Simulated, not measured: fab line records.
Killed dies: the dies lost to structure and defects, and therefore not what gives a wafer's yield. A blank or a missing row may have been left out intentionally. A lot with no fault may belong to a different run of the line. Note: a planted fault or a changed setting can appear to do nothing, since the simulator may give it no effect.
fab line records ; flow rit_cmos ; part 2 of 2: steps 32 to 46 of 46
record: lots: 5; wafers: 15; last_day: 7
route steps=202 shown ACTIVE@3 FOX1@20 FOX2@23 NWELL@28 PWELL@39
lots that met no fault: taken from a fault-free run of the same line
start_h: hours from the record's first day to the start of the lot's first wafer shown ; wait_h: time in hours since the lot's previous step ; " same as the row above ; L1.1+2: one row covering several wafers at once ; - no value, or no start given ; * or withheld: withheld ; < > ~ a bound
route shown NAME@n: NAME is a module with steps in the file, n the number in the route of the first one ; usual: average and standard deviation across the fault-free wafers ; same: alike in all rows ; chamber/n: place in a boat ; sites: each site's reading ; _std_site: the standard deviation of these ; _edge_site: mean of outer sites minus mean of inner sites ; radius_mm: how far each site lies from the wafer's centre ; mask NAME#n: copy n ; behind: the tool/chamber that last shaped the wafer ; hold: why the lot was held/for how many hours/how that ended ; device: whichever transistor did not switch (one of n, p or np) ; end of line: the tests these same wafers got at the end of their route ; where a step has no rows: the recipe by itself ; killed: dies that structure and defects cost at the first sort, which is not the same as the wafer's yield ; map: dies across one wafer; x = killed, . = not, _ = none there
set.NAME: the setting the step ran with; set.NAME@STEP: the setting that earlier step ran with ; model.NAME: the simulator's own value behind a step, which no gauge read
lots seen at some steps along the route; tables by step, rows by wafer
services: the hour from which a tool's chamber was out of use, counted from the record's first day as start_h (under 0 if before that day), plus the number of hours and why
== steps ==
step: RIT_NWELL_OVL_MEAS_06
usual: NWELL_OVL: 1.2/1.4
lot.wafer;tool;chamber;start_h;wait_h;NWELL_OVL[nm]
L081.1;overlay-01;-;58.87;-;1.1
L081.3;overlay-01;-;58.87;-;1.3
L081.4;overlay-01;-;58.87;-;-0.9
L086.3;overlay-02;-;82.30;-;-0.5
L086.4;overlay-02;-;82.30;-;2.5
L086.5;overlay-02;-;82.30;-;0.7
L092.1;overlay-02;-;112.82;-;2.9
L092.4;overlay-02;-;112.82;-;0.6
L092.6;overlay-02;-;112.82;-;1.8
L094.1;overlay-02;-;120.27;-;0.3
L094.2;overlay-02;-;120.27;-;-0.5
L094.4;overlay-02;-;120.27;-;-0.6
L097.1;overlay-01;-;135.20;-;1.7
L097.5;overlay-01;-;135.20;-;0.4
L097.6;overlay-01;-;135.20;-;2.6
step: RIT_NWELL_HARDBAKE_07
recipe: resist: NOVOLAK; temp_c: 140; time_s: 120
lot.wafer;tool;chamber;start_h;wait_h
L081.1+3+4;litho_track-02;0;59.02;0.1
L086.3+4+5;litho_track-02;0;82.41;0.1
L092.1+4+6;litho_track-01;0;112.85;0.0
L094.1+2+4;litho_track-01;0;120.30;0.0
L097.1+5+6;litho_track-04;0;135.24;0.0
step: RIT_NWELL_IMPLANT_08
recipe: species: P; energy_kev: 170; dose_cm2: 5e+13; tilt_deg: 7
lot.wafer;tool;chamber;start_h;wait_h
L081.1+3+4;implanter-01;0;59.27;0.2
L086.3+4+5;implanter-03;0;82.63;0.2
L092.1+4+6;implanter-04;0;113.10;0.2
L094.1+2+4;implanter-01;0;120.55;0.2
L097.1+5+6;implanter-01;0;135.49;0.2
step: RIT_NWELL_STRIP_09
recipe: chemistry: O2; time_s: 180; resist: NOVOLAK; platen_temp_c: withheld; power_w: 500; pressure_mtorr: 4000; o2_flow_sccm: 4000
usual: drypump_motor_current_A: 5.4/0.42
lot.wafer;tool;chamber;start_h;wait_h;drypump_motor_current_A;rf_hours_counter_h
L081.1;plasma_asher-02;1;59.42;0.1;4.9;38
L081.3;plasma_asher-02;1;59.42;0.1;4.9;-
L081.4;plasma_asher-02;0;59.42;0.1;5.9;-
L086.3;plasma_asher-03;0;82.78;0.1;6.1;-
L086.4;plasma_asher-03;1;82.78;0.1;5.0;-
L086.5;plasma_asher-03;0;82.78;0.1;6.1;-
L092.1;plasma_asher-02;0;113.25;0.1;5.9;45
L092.4;plasma_asher-02;0;113.25;0.1;5.9;-
L092.6;plasma_asher-02;0;113.25;0.1;5.9;-
L094.1;plasma_asher-04;1;120.70;0.1;5.3;0
L094.2;plasma_asher-04;0;120.70;0.1;5.6;0
L094.4;plasma_asher-04;0;120.70;0.1;5.6;-
L097.1;plasma_asher-04;0;135.64;0.1;5.6;2
L097.5;plasma_asher-04;1;135.64;0.1;5.3;-
L097.6;plasma_asher-04;0;135.64;0.1;5.6;-
step: RIT_NWELL_TW_MEAS_10
usual: NWELL_TW: 2132/17
lot.wafer;tool;chamber;start_h;wait_h;NWELL_TW
L081.1;film_metro-02;-;59.60;0.1;2092
L081.3;film_metro-02;-;59.60;0.1;2105
L081.4;film_metro-02;-;59.60;0.1;2096
L086.3;film_metro-04;-;82.92;0.1;2150
L086.4;film_metro-04;-;82.92;0.1;2151
L086.5;film_metro-04;-;82.92;0.1;2144
L092.1;film_metro-02;-;113.43;0.1;2089
L092.4;film_metro-02;-;113.43;0.1;2086
L092.6;film_metro-02;-;113.43;0.1;2104
L094.1;film_metro-04;-;120.88;0.1;2126
L094.2;film_metro-04;-;120.88;0.1;2143
L094.4;film_metro-04;-;120.88;0.1;2152
L097.1;film_metro-01;-;135.81;0.1;2139
L097.5;film_metro-01;-;135.81;0.1;2125
L097.6;film_metro-01;-;135.81;0.1;2125
step: RIT_PWELL_HMDS_00
recipe: prime_time_s: 60; prime_temp_c: 140
lot.wafer;tool;chamber;start_h;wait_h
L081.1+3+4;litho_track-03;0;59.66;0.1
L086.3+4+5;litho_track-03;0;83.01;0.1
L092.1+4+6;litho_track-01;0;113.49;0.1
L094.1+2+4;litho_track-01;0;120.94;0.1
L097.1+5+6;litho_track-03;0;135.87;0.1
step: RIT_PWELL_COAT_01
recipe: resist: NOVOLAK; spin_rpm: 2000; resist_thk_nm: 1300
lot.wafer;tool;chamber;start_h;wait_h
L081.1+3+4;litho_track-03;0;59.81;0.1
L086.3+4+5;litho_track-03;0;83.16;0.1
L092.1+4+6;litho_track-01;0;113.64;0.1
L094.1+2+4;litho_track-01;0;121.09;0.1
L097.1+5+6;litho_track-03;0;136.02;0.1
step: RIT_PWELL_SOFTBAKE_02
recipe: resist: NOVOLAK; temp_c: 90; time_s: 60
lot.wafer;tool;chamber;start_h;wait_h
L081.1+3+4;litho_track-03;0;59.96;0.1
L086.3+4+5;litho_track-03;0;83.31;0.1
L092.1+4+6;litho_track-01;0;113.79;0.1
L094.1+2+4;litho_track-01;0;121.24;0.1
L097.1+5+6;litho_track-03;0;136.17;0.1
step: RIT_PWELL_EXPOSE_03
recipe: mask_id: M3; na: 0.57; target_cd_nm: 43700; dose_mj: 250
usual: exposure_dose_mJ_cm2: 250.02/0.24
lot.wafer;tool;chamber;start_h;wait_h;mask;exposure_dose_mJ_cm2
L081.1;iline_stepper-01;0;60.32;0.3;M3#0;249.86
L081.3;iline_stepper-01;0;60.32;0.3;M3#0;249.58
L081.4;iline_stepper-01;0;60.32;0.3;M3#0;249.89
L086.3;iline_stepper-01;0;83.57;0.2;M3#0;249.96
L086.4;iline_stepper-01;0;83.57;0.2;M3#0;250.07
L086.5;iline_stepper-01;0;83.57;0.2;M3#0;250.01
L092.1;iline_stepper-02;0;113.94;0.1;M3#0;249.93
L092.4;iline_stepper-02;0;113.94;0.1;M3#0;249.94
L092.6;iline_stepper-02;0;113.94;0.1;M3#0;250.00
L094.1;iline_stepper-01;0;121.39;0.1;M3#0;249.80
L094.2;iline_stepper-01;0;121.39;0.1;M3#0;249.78
L094.4;iline_stepper-01;0;121.39;0.1;M3#0;249.88
L097.1;iline_stepper-01;0;136.32;0.1;M3#0;250.50
L097.5;iline_stepper-01;0;136.32;0.1;M3#0;250.62
L097.6;iline_stepper-01;0;136.32;0.1;M3#0;249.96
step: RIT_PWELL_PEB_04
recipe: resist: NOVOLAK; temp_c: withheld; time_s: withheld
lot.wafer;tool;chamber;start_h;wait_h
L081.1+3+4;litho_track-03;0;60.44;0.1
L086.3+4+5;litho_track-04;0;83.70;0.1
L092.1+4+6;litho_track-04;0;114.06;0.1
L094.1+2+4;litho_track-04;0;121.62;0.2
L097.1+5+6;litho_track-03;0;136.44;0.1
step: RIT_PWELL_DEVELOP_05
recipe: resist: NOVOLAK; develop_time_s: 68; dev_temp_c: 23.45
same: develop_time_s: 68
lot.wafer;tool;chamber;start_h;wait_h
L081.1+3+4;litho_track-03;0;-;-
L086.3+4+5;litho_track-04;0;-;-
L092.1+4+6;litho_track-04;0;-;-
L094.1+2+4;litho_track-04;0;-;-
L097.1+5+6;litho_track-03;0;-;-
step: RIT_PWELL_OVL_MEAS_06
usual: PWELL_OVL: -0.4/1.4
lot.wafer;tool;chamber;start_h;wait_h;PWELL_OVL[nm]
L081.1;overlay-01;-;60.75;-;1.6
L081.3;overlay-01;-;60.75;-;-0.9
L081.4;overlay-01;-;60.75;-;1.5
L086.3;overlay-02;-;83.98;-;-1.4
L086.4;overlay-02;-;83.98;-;3.1
L086.5;overlay-02;-;83.98;-;-0.4
L092.1;overlay-01;-;114.37;-;-2.2
L092.4;overlay-01;-;114.37;-;-3.2
L092.6;overlay-01;-;114.37;-;-0.1
L094.1;overlay-01;-;121.93;-;1.5
L094.2;overlay-01;-;121.93;-;1.8
L094.4;overlay-01;-;121.93;-;4.2
L097.1;overlay-01;-;136.75;-;-0.3
L097.5;overlay-01;-;136.75;-;1.1
L097.6;overlay-01;-;136.75;-;0.4
step: RIT_PWELL_HARDBAKE_07
recipe: resist: NOVOLAK; temp_c: 140; time_s: 120
lot.wafer;tool;chamber;start_h;wait_h
L081.1+3+4;litho_track-03;0;60.79;0.0
L086.3+4+5;litho_track-03;0;84.08;0.1
L092.1+4+6;litho_track-04;0;114.41;0.0
L094.1+2+4;litho_track-04;0;121.97;0.0
L097.1+5+6;litho_track-04;0;136.79;0.0
step: RIT_PWELL_IMPLANT_08
recipe: species: B; energy_kev: 170; dose_cm2: 7e+13; tilt_deg: 7
lot.wafer;tool;chamber;start_h;wait_h
L081.1+3+4;implanter-02;0;61.04;0.2
L086.3+4+5;implanter-02;0;84.30;0.2
L092.1+4+6;implanter-03;0;114.66;0.2
L094.1+2+4;implanter-02;0;122.22;0.2
L097.1+5+6;implanter-03;0;137.04;0.2
step: RIT_PWELL_STRIP_09
recipe: chemistry: O2; time_s: 180; resist: NOVOLAK; platen_temp_c: withheld; power_w: 500; pressure_mtorr: 4000; o2_flow_sccm: 4000
usual: drypump_motor_current_A: 5.5/0.34
lot.wafer;tool;chamber;start_h;wait_h;drypump_motor_current_A;rf_hours_counter_h
L081.1;plasma_asher-02;0;61.19;0.1;5.9;39
L081.3;plasma_asher-02;0;61.19;0.1;5.9;-
L081.4;plasma_asher-02;1;61.19;0.1;4.9;-
L086.3;plasma_asher-04;0;84.46;0.1;5.6;-
L086.4;plasma_asher-04;1;84.46;0.1;5.2;-
L086.5;plasma_asher-04;1;84.46;0.1;5.2;-
L092.1;plasma_asher-02;0;114.81;0.1;5.9;45
L092.4;plasma_asher-02;0;114.81;0.1;5.9;-
L092.6;plasma_asher-02;1;114.81;0.1;4.9;-
L094.1;plasma_asher-02;1;122.37;0.1;4.9;46
L094.2;plasma_asher-02;0;122.37;0.1;5.8;46
L094.4;plasma_asher-02;1;122.37;0.1;4.9;-
L097.1;plasma_asher-04;1;137.19;0.1;5.2;2
L097.5;plasma_asher-04;1;137.19;0.1;5.2;-
L097.6;plasma_asher-04;0;137.19;0.1;5.6;-
== services ==
tool;chamber;start_h;hours;kind
implanter-01;-;28.47;3.4;pm
implanter-03;-;29.82;17.5;repair
lpcvd-01;-;38.55;14.6;pm
rie_diel-04;0;46.94;-;clean
rie_diel-04;0;46.94;16.4;scheduled_down
rie_diel-04;0;46.94;16.4;vent_cycle
implanter-04;-;48.11;2.4;repair
wet_bench-02;-;48.57;4.4;pm
wet_bench-02;-;56.50;6.5;repair
rie_diel-04;-;57.63;14.6;pm
implanter-02;-;67.11;4.9;repair
rie_diel-04;2;74.62;21.4;repair
implanter-03;-;90.17;6.3;repair
rie_diel-03;1;92.61;8.8;repair
rie_diel-04;1;99.38;-;clean
rie_diel-04;1;99.38;24.3;scheduled_down
rie_diel-04;2;100.12;16.7;repair
iline_stepper-01;-;102.86;6.4;repair
iline_stepper-01;0;104.00;-;calibration
plasma_asher-04;-;108.75;9.0;pm
plasma_asher-04;0;108.75;9.0;vent_cycle
plasma_asher-04;1;108.75;9.0;vent_cycle
plasma_asher-04;0;117.75;-;clean
plasma_asher-04;1;117.75;-;clean
